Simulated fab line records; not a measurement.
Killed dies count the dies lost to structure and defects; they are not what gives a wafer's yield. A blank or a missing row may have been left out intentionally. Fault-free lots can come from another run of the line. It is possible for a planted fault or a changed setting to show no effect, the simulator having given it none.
Which tool was responsible? :: flow rit cmos :: 13 lots with 39 wafers sampled at 2 steps, on a route of 202 steps

## WHAT THE GAUGES SHOWED, per wafer
The record holds no reading of a measuring or inspecting step that can be judged against a usual standard deviation.

## TOOL THAT RAN EACH LOT (tool first, then ch and the chambers of the sampled wafers, then the start)
lot: L997
RIT_NSD_COAT_01: litho track-02 ch 0, day 2 22:58
RIT_M1_PROBE_99: -

lot: L998
RIT_NSD_COAT_01: litho track-01 ch 0, day 3 05:01
RIT_M1_PROBE_99: -

lot: L999
RIT_NSD_COAT_01: litho track-02 ch 0, day 3 11:52
RIT_M1_PROBE_99: -

lot: L100
RIT_NSD_COAT_01: litho track-03 ch 0, day 3 13:49
RIT_M1_PROBE_99: -

lot: L101
RIT_NSD_COAT_01: litho track-02 ch 0, day 3 21:02
RIT_M1_PROBE_99: -

lot: L102
RIT_NSD_COAT_01: litho track-02 ch 0, day 4 00:16
RIT_M1_PROBE_99: -

lot: L110
RIT_NSD_COAT_01: litho track-03 ch 0, day 5 19:22
RIT_M1_PROBE_99: -

lot: L111
RIT_NSD_COAT_01: litho track-03 ch 0, day 6 03:56
RIT_M1_PROBE_99: -

lot: L112
RIT_NSD_COAT_01: litho track-01 ch 0, day 6 10:19
RIT_M1_PROBE_99: -

lot: L113
RIT_NSD_COAT_01: litho track-02 ch 0, day 6 10:41
RIT_M1_PROBE_99: prober-01, day 7 00:06

lot: L116
RIT_NSD_COAT_01: litho track-02 ch 0, day 7 02:55
RIT_M1_PROBE_99: -

lot: L117
RIT_NSD_COAT_01: litho track-02 ch 0, day 7 08:17
RIT_M1_PROBE_99: -

lot: L118
RIT_NSD_COAT_01: litho track-02 ch 0, day 7 17:53
RIT_M1_PROBE_99: -
- RIT_NSD_COAT_01: resist thk 1000 nm.
- RIT_M1_PROBE_99

## WHAT THE TOOLS THEMSELVES READ (means of the sampled wafers that have a number; where no wafer has one, the mark that the record gives instead)
RIT_NSD_COAT_01.
lot: L997
tool: litho track-02
exhaust pa (Pa): 44.9
spin speed rpm (rpm): 3250.6

lot: L998
tool: litho track-01
exhaust pa (Pa): 45.5
spin speed rpm (rpm): 3251.4

lot: L999
tool: litho track-02
exhaust pa (Pa): 44.5
spin speed rpm (rpm): 3251.7

lot: L100
tool: litho track-03
exhaust pa (Pa): 45.4
spin speed rpm (rpm): 3247.1

lot: L101
tool: litho track-02
exhaust pa (Pa): 45.6
spin speed rpm (rpm): 3248.3

lot: L102
tool: litho track-02
exhaust pa (Pa): 44.9
spin speed rpm (rpm): 3246.3

lot: L110
tool: litho track-03
exhaust pa (Pa): 45.0
spin speed rpm (rpm): 3383.8

lot: L111
tool: litho track-03
exhaust pa (Pa): 44.2
spin speed rpm (rpm): 3384.6

lot: L112
tool: litho track-01
exhaust pa (Pa): 45.5
spin speed rpm (rpm): 3250.2

lot: L113
tool: litho track-02
exhaust pa (Pa): 45.3
spin speed rpm (rpm): 3251.1

lot: L116
tool: litho track-02
exhaust pa (Pa): 44.0
spin speed rpm (rpm): 3248.0

lot: L117
tool: litho track-02
exhaust pa (Pa): 45.2
spin speed rpm (rpm): 3249.1

lot: L118
tool: litho track-02
exhaust pa (Pa): 44.7
spin speed rpm (rpm): 3250.5

RIT_M1_PROBE_99.
lot: L113
tool: prober-01
killed at contacts: 0.0
killed at front end: 4.0
killed dies: 4.0
killed open: 2.0
killed short: 2.0

## THE ANSWER, worked out from the rows above alone
Rule: usual is defined by the lots themselves. Put in order of their means at a reading, lots are off if they are a third of the lots or fewer, leave a main group of 4 or more, and stand apart from it by a gap of 3 or more times the standard deviation of the main group's means; of several such gaps the widest counts. If all means in a main group match to the digits the tables above print for the reading, that group is not used. Also off: a lot with no number at a reading for which 4 or more lots have one. All remaining lots with rows at the step are treated as sound. After the gauges, taken in route order, come the tools' own readings; for these a lot's mean is taken, as printed above. At the first step where some lot is off, the reading lying furthest off is the one used; lots without a number count as furthest.
Off: L110, L111 (RIT_NSD_COAT_01, spin speed rpm). For the main group the mean is 3249.5 rpm and the standard deviation 1.7.
A tool fits if, at that step or a process step before it, it ran every lot that is off, and no sound lot after the first of them. One fits: RIT_NSD_COAT_01 on litho track-03. A fault onset in the window from L100 (day 3 13:49, its last sound lot) to L110 (day 5 19:22, its first lot off) fits.
The tool's own readings at RIT_NSD_COAT_01 bear it out: on the lots that are off they differ by more than 5 times the standard deviation of the sound lots' means. spin speed rpm reads 3384.2 rpm there against 3249.5 rpm on the sound lots.

## WHAT THE SIMULATOR PUT IN
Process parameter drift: litho track-03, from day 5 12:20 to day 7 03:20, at RIT_NSD_COAT_01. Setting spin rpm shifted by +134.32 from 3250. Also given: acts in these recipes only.
Struck lots among those shown: L110, L111. This agrees with what the rule above found.
